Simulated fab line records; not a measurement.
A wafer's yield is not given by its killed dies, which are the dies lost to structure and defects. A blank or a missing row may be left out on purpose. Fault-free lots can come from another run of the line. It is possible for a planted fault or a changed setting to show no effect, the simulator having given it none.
fab line records | flow berkeley-cmos170
record: lots: 5 | wafers: 15 | last-day: 13
route steps=331 shown WELLDRIVE@58 ACTIVE@60
lots untouched by any fault: they come from a run of this same line in which no faults occurred
start-h: start of the lot's first displayed wafer, in hours after the record's first day | wait-h: how many hours have passed since the lot's step before this one | " same as the row above | L1.1+2: one row covering several wafers at once | - value missing, or start not given | * or withheld: withheld | < > ~ a bound
route shown NAME@n: NAME is a module with steps in the file, n the number in the route of the first one | usual: average and standard deviation across the fault-free wafers | same: alike in all rows | chamber/n: place in a boat | sites: each site's reading | _std_site: the standard deviation of these | _edge_site: inner sites' mean taken away from outer sites' mean | radius-mm: how far each site lies from the wafer's centre | mask NAME#n: copy n | behind: the last tool/chamber to shape the wafer | hold: why the lot went on hold/how many hours it stayed there/how the hold came to an end | device: which transistor (n, p or np) failed to switch | end of line: the same wafers' tests at the end of the route | a step with no rows: only its recipe | killed: dies lost to structure and defects at the first sort, not the wafer's yield | map: the dies of a wafer, with x for killed, . for not killed, _ for no die there
set.NAME: the run value of the setting; set.NAME@STEP: its run value at that earlier step | model.NAME: the simulator's own value behind a step, which no gauge read
certain route steps with their lots: each step a table, each wafer a row
services: a tool's chamber out of use, with start hour (start-h, from the record's first day; less than 0 if before it), hours out, and reason
== steps ==
step: UCB170_WELLDRIVE_ANNEAL_03
recipe: temp-c: 1100 | time-s: 900 | ambient: N2
usual: zone-power-load-pct: 44.2/1.4
lot.wafer | tool       | chamber | start-h | wait-h | zone-power-load-pct
L075.1    | furnace-01 | 0       | 70.85   | 6.1    | 44.8
L075.2    | "          | 0       | "       | "      | 44.3
L075.6    | "          | 0       | "       | "      | 44.1
L084.1    | furnace-01 | 0       | 129.28  | 4.5    | 44.4
L084.3    | "          | 0       | "       | "      | 44.3
L084.4    | "          | 0       | "       | "      | 44.3
L085.1    | furnace-01 | 0       | 129.28  | 4.5    | 43.5
L085.2    | "          | 0       | "       | "      | 43.9
L085.3    | "          | 0       | "       | "      | 43.6
L087.3    | furnace-01 | 0       | 139.00  | 4.0    | 44.2
L087.4    | "          | 0       | "       | "      | 44.4
L087.6    | "          | 0       | "       | "      | 44.9
L095.2    | furnace-02 | 0       | 179.79  | 3.8    | 46.6
L095.4    | "          | 0       | "       | "      | 47.2
L095.6    | "          | 0       | "       | "      | 46.4
step: UCB170_WELLDRIVE_WET_ETCH_04
recipe: chemistry: BOE | dilution: 5:1 | target: SiO2 | temp-c: 25 | time-s: 120
usual: temp-c: 25.03/0.11
lot.wafer | tool         | chamber | start-h | wait-h | temp-c
L075.1    | wet-bench-03 | 0       | 73.06   | 1.0    | 24.86
L075.2    | "            | 0       | "       | "      | 24.99
L075.6    | "            | 0       | "       | "      | 25.06
L084.1    | wet-bench-02 | 0       | 130.53  | 0.0    | 24.94
L084.3    | "            | 0       | "       | "      | 25.08
L084.4    | "            | 0       | "       | "      | 24.93
L085.1    | wet-bench-02 | 2       | 130.53  | 0.0    | 25.06
L085.2    | "            | 2       | "       | "      | 25.01
L085.3    | "            | 2       | "       | "      | 25.16
L087.3    | wet-bench-02 | 2       | 140.83  | 0.6    | 24.90
L087.4    | "            | 2       | "       | "      | 24.98
L087.6    | "            | 2       | "       | "      | 24.96
L095.2    | wet-bench-04 | 1       | 182.93  | 1.9    | 25.02
L095.4    | "            | 1       | "       | "      | 24.90
L095.6    | "            | 1       | "       | "      | 25.00
step: UCB170_ACTIVE_CLEAN_00
recipe: chemistry: SPM | temp-c: 120 | time-s: 600
usual: temp-c: 119.99/0.13
lot.wafer | tool         | chamber | start-h | wait-h | temp-c
L075.1    | wet-bench-04 | 3       | 74.12   | 1.0    | 120.01
L075.2    | "            | 3       | "       | "      | 120.26
L075.6    | "            | 3       | "       | "      | 120.06
L084.1    | wet-bench-04 | 0       | 130.57  | 0.0    | 119.97
L084.3    | "            | 0       | "       | "      | 119.98
L084.4    | "            | 0       | "       | "      | 119.90
L085.1    | wet-bench-04 | 2       | 130.57  | 0.0    | 120.04
L085.2    | "            | 2       | "       | "      | 120.00
L085.3    | "            | 2       | "       | "      | 120.03
L087.3    | wet-bench-02 | 3       | 140.88  | 0.0    | 119.99
L087.4    | "            | 3       | "       | "      | 120.05
L087.6    | "            | 3       | "       | "      | 119.81
L095.2    | wet-bench-02 | 1       | 183.96  | 1.0    | 119.99
L095.4    | "            | 1       | "       | "      | 120.07
L095.6    | "            | 1       | "       | "      | 119.97
step: UCB170_ACTIVE_CLEAN_01
recipe: chemistry: dHF | dilution: 25:1 | time-s: 60
lot.wafer  | tool         | chamber | start-h | wait-h
L075.1+2+6 | wet-bench-04 | 3       | 74.31   | 0.0
L084.1+3+4 | wet-bench-02 | 1       | 130.75  | 0.0
L085.1+2+3 | wet-bench-02 | 2       | 130.75  | 0.0
L087.3+4+6 | wet-bench-02 | 3       | 141.23  | 0.2
L095.2+4+6 | wet-bench-02 | 1       | 184.33  | 0.2
step: UCB170_ACTIVE_OXIDATION_02
recipe: temp-c: 1000 | ambient: O2 | target-thk-a: 264 | ox-time-s: 1260
usual: zone-power-load-pct: 34.9/1.4
lot.wafer | tool       | chamber | start-h | wait-h | zone-power-load-pct
L075.1    | furnace-02 | 0       | 77.00   | 2.7    | 35.8
L075.2    | "          | 0       | "       | "      | 37.1
L075.6    | "          | 0       | "       | "      | 36.6
L084.1    | furnace-01 | 0       | 134.73  | 4.0    | 34.9
L084.3    | "          | 0       | "       | "      | 35.3
L084.4    | "          | 0       | "       | "      | 34.7
L085.1    | furnace-01 | 0       | 134.73  | 4.0    | 35.5
L085.2    | "          | 0       | "       | "      | 35.2
L085.3    | "          | 0       | "       | "      | 34.4
L087.3    | furnace-02 | 0       | 146.82  | 5.6    | 37.2
L087.4    | "          | 0       | "       | "      | 36.7
L087.6    | "          | 0       | "       | "      | 36.6
L095.2    | furnace-01 | 0       | 189.03  | 4.7    | 35.1
L095.4    | "          | 0       | "       | "      | 34.4
L095.6    | "          | 0       | "       | "      | 35.1
step: UCB170_ACTIVE_THK_MEAS_03
recipe: reads: SiO2_of_ACTIVE_OXIDATION_02
usual: ACTIVE_OXIDE_THK: 26.3/0.51
lot.wafer | tool          | chamber | start-h | wait-h | ACTIVE_OXIDE_THK[nm]
L075.1    | film-metro-04 | -       | 78.35   | 0.0    | 26.7
L075.2    | "             | -       | "       | "      | 26.7
L075.6    | "             | -       | "       | "      | 26.7
L084.1    | film-metro-02 | -       | 136.08  | 0.0    | 25.3
L084.3    | "             | -       | "       | "      | 25.5
L084.4    | "             | -       | "       | "      | 25.8
L085.1    | film-metro-03 | -       | 136.08  | 0.0    | 25.4
L085.2    | "             | -       | "       | "      | 25.6
L085.3    | "             | -       | "       | "      | 25.0
L087.3    | film-metro-04 | -       | 148.19  | 0.0    | 26.2
L087.4    | "             | -       | "       | "      | 26.7
L087.6    | "             | -       | "       | "      | 26.5
L095.2    | film-metro-04 | -       | 190.39  | 0.0    | 26.8
L095.4    | "             | -       | "       | "      | 26.8
L095.6    | "             | -       | "       | "      | 27.3
step: UCB170_ACTIVE_ANNEAL_04
recipe: temp-c: 1000 | time-s: 900 | ambient: N2
usual: zone-power-load-pct: 35.2/1.3
lot.wafer | tool       | chamber | start-h | wait-h | zone-power-load-pct
L075.1    | furnace-02 | 0       | 82.80   | 4.4    | 36.9
L075.2    | "          | 0       | "       | "      | 36.8
L075.6    | "          | 0       | "       | "      | 36.8
L084.1    | furnace-01 | 0       | 140.25  | 4.2    | 34.7
L084.3    | "          | 0       | "       | "      | 35.3
L084.4    | "          | 0       | "       | "      | 35.2
L085.1    | furnace-01 | 0       | 140.25  | 4.2    | 35.1
L085.2    | "          | 0       | "       | "      | 35.1
L085.3    | "          | 0       | "       | "      | 35.0
L087.3    | furnace-02 | 0       | 153.92  | 5.7    | 36.3
L087.4    | "          | 0       | "       | "      | 36.5
L087.6    | "          | 0       | "       | "      | 37.0
L095.2    | furnace-02 | 0       | 195.97  | 5.6    | 36.5
L095.4    | "          | 0       | "       | "      | 37.2
L095.6    | "          | 0       | "       | "      | 36.6
step: UCB170_ACTIVE_CVD_05
recipe: material: Si3N4 | target-thk-nm: 220 | temp-c: 800 | precursor: SiH2Cl2/NH3 | time-s: 3300 | pressure-mtorr: 200 | sih2cl2-flow-sccm: 25 | nh3-flow-sccm: 75
usual: zone-power-load-pct: 20.9/1.5
lot.wafer | tool     | chamber | start-h | wait-h | zone-power-load-pct
L075.1    | lpcvd-02 | 1       | 84.05   | 0.0    | 17.7
L075.2    | "        | 1       | "       | "      | 17.5
L075.6    | "        | 1       | "       | "      | 17.6
L084.1    | lpcvd-01 | 0       | 141.50  | 0.0    | 20.3
L084.3    | "        | 0       | "       | "      | 20.2
L084.4    | "        | 0       | "       | "      | 20.8
L085.1    | lpcvd-01 | 0       | 141.50  | 0.0    | 20.8
L085.2    | "        | 0       | "       | "      | 20.6
L085.3    | "        | 0       | "       | "      | 21.0
L087.3    | lpcvd-02 | 0       | 155.17  | 0.0    | 22.3
L087.4    | "        | 0       | "       | "      | 22.4
L087.6    | "        | 0       | "       | "      | 22.4
L095.2    | lpcvd-01 | 0       | 197.22  | 0.0    | 20.5
L095.4    | "        | 0       | "       | "      | 20.6
L095.6    | "        | 0       | "       | "      | 20.7
step: UCB170_ACTIVE_THK_MEAS_06
recipe: reads: Si3N4_of_ACTIVE_CVD_05
usual: ACTIVE_NITRIDE_THK: 219.2/2.1
lot.wafer | tool          | chamber | start-h | wait-h | ACTIVE_NITRIDE_THK[nm]
L075.1    | film-metro-02 | -       | 85.97   | 0.0    | 224.0
L075.2    | "             | -       | "       | "      | 225.2
L075.6    | "             | -       | "       | "      | 225.3
L084.1    | film-metro-04 | -       | 143.41  | 0.0    | 220.3
L084.3    | "             | -       | "       | "      | 219.1
L084.4    | "             | -       | "       | "      | 222.1
L085.1    | film-metro-03 | -       | 143.41  | 0.0    | 219.8
L085.2    | "             | -       | "       | "      | 219.7
L085.3    | "             | -       | "       | "      | 218.9
L087.3    | film-metro-04 | -       | 157.11  | 0.0    | 216.6
L087.4    | "             | -       | "       | "      | 216.1
L087.6    | "             | -       | "       | "      | 217.3
L095.2    | film-metro-04 | -       | 200.10  | 0.0    | 219.7
L095.4    | "             | -       | "       | "      | 220.1
L095.6    | "             | -       | "       | "      | 219.6
step: UCB170_ACTIVE_HMDS_07
recipe: prime-time-s: 60 | prime-temp-c: 100
usual: chill-plate-temp-C: 23.02/0.088 | resist-line-temp-C: 23.00/0.1
same: prime-time-s: 60
lot.wafer | tool           | chamber | start-h | wait-h | chill-plate-temp-C | resist-line-temp-C
L075.1    | litho-track-04 | 0       | 86.10   | 0.1    | 22.95              | 23.03
L075.2    | "              | 0       | "       | "      | 22.81              | 22.82
L075.6    | "              | 0       | "       | "      | 22.83              | 22.98
L085.1    | litho-track-04 | 0       | 143.50  | 0.1    | 22.97              | 23.20
L085.2    | "              | 0       | "       | "      | 22.97              | 23.15
L085.3    | "              | 0       | "       | "      | 22.95              | 23.07
L084.1    | litho-track-02 | 0       | 143.67  | 0.2    | 23.07              | 22.94
L084.3    | "              | 0       | "       | "      | 22.99              | 23.17
L084.4    | "              | 0       | "       | "      | 22.89              | 23.07
L087.3    | litho-track-01 | 0       | 157.40  | 0.3    | 23.06              | 23.07
L087.4    | "              | 0       | "       | "      | 23.11              | 23.09
L087.6    | "              | 0       | "       | "      | 23.03              | 22.86
L095.2    | litho-track-04 | 0       | 200.50  | 0.4    | 23.05              | 22.80
L095.4    | "              | 0       | "       | "      | 23.13              | 22.80
L095.6    | "              | 0       | "       | "      | 22.92              | 22.93
step: UCB170_ACTIVE_COAT_08
recipe: resist: KrF | spin-rpm: 1500 | resist-thk-nm: 900
usual: chill-plate-temp-C: 23.02/0.099 | resist-line-temp-C: 23.02/0.11
lot.wafer | tool           | chamber | start-h | wait-h | chill-plate-temp-C | resist-line-temp-C
L075.1    | litho-track-04 | 0       | 86.25   | 0.1    | 23.11              | 23.20
L075.2    | "              | 0       | "       | "      | 23.04              | 22.95
L075.6    | "              | 0       | "       | "      | 23.11              | 23.10
L085.1    | litho-track-04 | 0       | 143.65  | 0.1    | 23.00              | 23.18
L085.2    | "              | 0       | "       | "      | 23.03              | 23.06
L085.3    | "              | 0       | "       | "      | 23.22              | 22.79
L084.1    | litho-track-02 | 0       | 143.82  | 0.1    | 23.13              | 23.12
L084.3    | "              | 0       | "       | "      | 23.04              | 23.11
L084.4    | "              | 0       | "       | "      | 23.05              | 23.01
L087.3    | litho-track-01 | 0       | 157.55  | 0.1    | 23.04              | 23.15
L087.4    | "              | 0       | "       | "      | 22.88              | 23.20
L087.6    | "              | 0       | "       | "      | 23.03              | 23.06
L095.2    | litho-track-04 | 0       | 200.65  | 0.1    | 22.87              | 23.08
L095.4    | "              | 0       | "       | "      | 22.92              | 22.95
L095.6    | "              | 0       | "       | "      | 23.03              | 22.92
step: UCB170_ACTIVE_SOFTBAKE_09
recipe: resist: KrF | temp-c: 130 | time-s: 60
usual: chill-plate-temp-C: 23.00/0.094 | resist-line-temp-C: 23.00/0.1
lot.wafer | tool           | chamber | start-h | wait-h | chill-plate-temp-C | resist-line-temp-C
L075.1    | litho-track-04 | 0       | 86.40   | 0.1    | 22.97              | 23.08
L075.2    | "              | 0       | "       | "      | 23.00              | 22.98
L075.6    | "              | 0       | "       | "      | 23.02              | 23.02
L085.1    | litho-track-04 | 0       | 143.80  | 0.1    | 22.87              | 22.82
L085.2    | "              | 0       | "       | "      | 23.14              | 22.97
L085.3    | "              | 0       | "       | "      | 23.05              | 23.01
L084.1    | litho-track-02 | 0       | 143.97  | 0.1    | 22.97              | 22.87
L084.3    | "              | 0       | "       | "      | 23.05              | 23.03
L084.4    | "              | 0       | "       | "      | 22.88              | 23.21
L087.3    | litho-track-01 | 0       | 157.70  | 0.1    | 23.00              | 23.14
L087.4    | "              | 0       | "       | "      | 23.01              | 23.05
L087.6    | "              | 0       | "       | "      | 22.99              | 23.12
L095.2    | litho-track-04 | 0       | 200.80  | 0.1    | 23.04              | 23.06
L095.4    | "              | 0       | "       | "      | 23.06              | 23.10
L095.6    | "              | 0       | "       | "      | 22.98              | 23.11
step: UCB170_ACTIVE_EXPOSE_10
recipe: mask-id: ACTIVE | target-cd-nm: 1200 | na: 0.5 | sigma-outer: 0.6 | source-shape: conventional | dose-mj: 20
usual: exposure-dose-mJ-cm2: 19.998/0.02 | stage-vel-mm-s: 499.92/0.27
same: sigma-outer: 0.6
lot.wafer | tool           | chamber | start-h | wait-h | mask     | exposure-dose-mJ-cm2 | stage-vel-mm-s
L075.1    | krf-scanner-02 | 0       | 86.85   | 0.4    | ACTIVE#0 | 20.007               | 499.79
L075.2    | "              | 0       | "       | "      | ACTIVE#0 | 20.006               | 499.83
L075.6    | "              | 0       | "       | "      | ACTIVE#0 | 20.018               | 500.29
L085.1    | krf-scanner-02 | 0       | 143.95  | 0.1    | ACTIVE#0 | 19.996               | 500.42
L085.2    | "              | 0       | "       | "      | ACTIVE#0 | 20.006               | 500.53
L085.3    | "              | 0       | "       | "      | ACTIVE#0 | 19.991               | 500.44
L084.1    | krf-scanner-02 | 0       | 144.12  | 0.1    | ACTIVE#0 | 20.026               | 500.03
L084.3    | "              | 0       | "       | "      | ACTIVE#0 | 19.968               | 499.70
L084.4    | "              | 0       | "       | "      | ACTIVE#0 | 20.004               | 500.14
L087.3    | krf-scanner-01 | 0       | 158.08  | 0.4    | ACTIVE#0 | 19.963               | 500.07
L087.4    | "              | 0       | "       | "      | ACTIVE#0 | 19.976               | 499.64
L087.6    | "              | 0       | "       | "      | ACTIVE#0 | 20.001               | 500.12
L095.2    | krf-scanner-01 | 0       | 201.07  | 0.2    | ACTIVE#0 | 20.030               | 499.71
L095.4    | "              | 0       | "       | "      | ACTIVE#0 | 20.007               | 500.01
L095.6    | "              | 0       | "       | "      | ACTIVE#0 | 20.028               | 499.80
step: UCB170_ACTIVE_PEB_11
recipe: peb-temp-c: 130 | peb-time-s: withheld | resist: KrF
usual: chill-plate-temp-C: 22.99/0.1 | resist-line-temp-C: 23.00/0.12
lot.wafer | tool           | chamber | start-h | wait-h | chill-plate-temp-C | resist-line-temp-C
L075.1    | litho-track-02 | 0       | 86.97   | 0.1    | 22.90              | 22.88
L075.2    | "              | 0       | "       | "      | 22.94              | 22.95
L075.6    | "              | 0       | "       | "      | 22.90              | 22.96
L085.1    | litho-track-04 | 0       | 144.40  | 0.4    | 23.03              | 22.85
L085.2    | "              | 0       | "       | "      | 23.08              | 22.99
L085.3    | "              | 0       | "       | "      | 22.99              | 22.93
L084.1    | litho-track-02 | 0       | 144.57  | 0.4    | 22.87              | 23.01
L084.3    | "              | 0       | "       | "      | 23.09              | 22.78
L084.4    | "              | 0       | "       | "      | 22.93              | 23.06
L087.3    | litho-track-02 | 0       | 158.22  | 0.1    | 23.06              | 23.19
L087.4    | "              | 0       | "       | "      | 23.04              | 23.01
L087.6    | "              | 0       | "       | "      | 22.93              | 22.98
L095.2    | litho-track-02 | 0       | 201.19  | 0.1    | 23.01              | 23.14
L095.4    | "              | 0       | "       | "      | 23.03              | 23.08
L095.6    | "              | 0       | "       | "      | 23.13              | 23.11
step: UCB170_ACTIVE_DEVELOP_12
recipe: developer: TMAH | develop-time-s: 45 | resist: KrF | dev-temp-c: 21
usual: chill-plate-temp-C: 23.02/0.1 | resist-line-temp-C: 23.00/0.1
lot.wafer | tool           | chamber | start-h | wait-h | chill-plate-temp-C | resist-line-temp-C
L075.1    | litho-track-02 | 0       | -       | -      | 23.08              | 22.86
L075.2    | "              | 0       | "       | "      | 23.16              | 23.00
L075.6    | "              | 0       | "       | "      | 23.21              | 22.82
L085.1    | litho-track-04 | 0       | -       | -      | 22.97              | 23.11
L085.2    | "              | 0       | "       | "      | 22.99              | 23.10
L085.3    | "              | 0       | "       | "      | 22.97              | 23.21
L084.1    | litho-track-02 | 0       | -       | -      | 23.08              | 23.03
L084.3    | "              | 0       | "       | "      | 23.01              | 22.98
L084.4    | "              | 0       | "       | "      | 22.88              | 22.94
L087.3    | litho-track-02 | 0       | -       | -      | 22.94              | 22.98
L087.4    | "              | 0       | "       | "      | 23.00              | 22.89
L087.6    | "              | 0       | "       | "      | 23.03              | 23.03
L095.2    | litho-track-02 | 0       | -       | -      | 23.03              | 23.06
L095.4    | "              | 0       | "       | "      | 23.01              | 22.96
L095.6    | "              | 0       | "       | "      | 23.24              | 23.05
step: UCB170_ACTIVE_CD_MEAS_13
recipe: target-cd-nm: 1200
usual: cd-nm: 1199.8/1.3
lot.wafer | tool      | chamber | start-h | wait-h | cd-nm
L075.1    | cd-sem-02 | -       | 87.24   | -      | 1199.0
L075.2    | "         | -       | "       | "      | 1197.9
L075.6    | "         | -       | "       | "      | 1197.6
L085.1    | cd-sem-01 | -       | 144.67  | -      | 1202.6
L085.2    | "         | -       | "       | "      | 1201.9
L085.3    | "         | -       | "       | "      | 1202.7
L084.1    | cd-sem-02 | -       | 144.85  | -      | 1199.6
L084.3    | "         | -       | "       | "      | 1200.9
L084.4    | "         | -       | "       | "      | 1201.0
L087.3    | cd-sem-01 | -       | 158.51  | -      | 1199.7
L087.4    | "         | -       | "       | "      | 1197.7
L087.6    | "         | -       | "       | "      | 1198.2
L095.2    | cd-sem-01 | -       | 201.49  | -      | 1198.6
L095.4    | "         | -       | "       | "      | 1198.9
L095.6    | "         | -       | "       | "      | 1197.1
== services ==
tool           | chamber | start-h | hours | kind
furnace-02     | -       | 51.26   | 2.8   | pm
krf-scanner-02 | -       | 52.57   | 1.3   | pm
krf-scanner-02 | -       | 63.32   | 0.9   | repair
krf-scanner-01 | -       | 72.74   | 6.2   | repair
krf-scanner-02 | 0       | 76.32   | -     | calibration
krf-scanner-02 | -       | 83.07   | 0.8   | pm
krf-scanner-01 | -       | 92.93   | 1.0   | pm
krf-scanner-01 | 0       | 93.70   | -     | calibration
wet-bench-03   | -       | 93.81   | 4.4   | pm
krf-scanner-01 | -       | 117.24  | 4.4   | pm
krf-scanner-01 | -       | 138.45  | 1.3   | pm
krf-scanner-01 | -       | 142.65  | 4.0   | pm
wet-bench-04   | -       | 152.53  | 3.7   | repair
krf-scanner-01 | -       | 163.78  | 0.8   | pm
krf-scanner-01 | -       | 190.08  | 1.0   | repair
lpcvd-01       | -       | 190.28  | 0.8   | pm
krf-scanner-02 | -       | 191.12  | 1.0   | pm
wet-bench-02   | -       | 196.76  | 2.1   | repair
== key ==
fault none
